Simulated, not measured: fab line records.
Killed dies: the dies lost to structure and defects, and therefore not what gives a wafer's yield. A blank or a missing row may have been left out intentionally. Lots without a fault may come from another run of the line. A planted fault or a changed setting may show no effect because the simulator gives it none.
Matching of chambers    flow berkeleyCmos170    UCB170_V1_CMP_02 on cmp-02 has 4 sister chambers
The step polishes SiO2. 18 wafers are shown with their chamber, then 9 later ones without.

## WAFERS, EACH WITH ITS CHAMBER
wafer   chamber  motorCurrentA (A)
L963.1  0        15.9
L963.5  2        14.8
L963.6  1        12.2
L966.2  1        12.5
L966.3  0        15.9
L966.4  3        18.4
L965.1  0        16.3
L965.2  3        18.7
L965.6  3        18.3
L970.1  1        12.2
L970.2  2        16.0
L970.6  3        18.3
L972.1  0        16.1
L972.2  3        18.2
L972.5  3        17.9
L973.3  3        18.7
L973.5  0        15.9
L973.6  3        17.9

SIGNATURES, as means of the wafers listed above
reading        chamber 0  chamber 1  chamber 2  chamber 3  scatter within a chamber
motorCurrentA  16.020     12.300     15.400     18.300     0.335
Rule: distance of a wafer from a chamber = root of the sum over the readings of ((wafer's reading minus chamber's mean) / reading's scatter) squared. If the next closest chamber is less than 2 further off than the closest, the wafer can't be placed; otherwise it belongs to the closest. The scatter: take each reading less its chamber's mean, square it, sum over the shown wafers, divide by the number of wafers less the number of chambers, and take the root.

## WAFERS WITH NO CHAMBER GIVEN
wafer   motorCurrentA (A)
L980.2  11.9
L980.4  17.0
L980.5  12.2
L981.1  11.9
L981.2  15.8
L981.5  12.5
L983.1  11.7
L983.3  17.7
L983.6  15.6

## CHAMBER TAKEN BY EACH
wafer   from the rows above           in truth
L980.2  1                             1
L980.4  can't be placed: 0 or 3 or 2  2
L980.5  1                             1
L981.1  1                             1
L981.2  can't be placed: 0 or 2       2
L981.5  1                             1
L983.1  1                             1
L983.3  3                             3
L983.6  can't be placed: 2 or 0       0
6 of 9 placed correctly. From these rows, 3 cannot be placed; in 3 the true chamber is one of the candidates. Placed wrongly: 0.
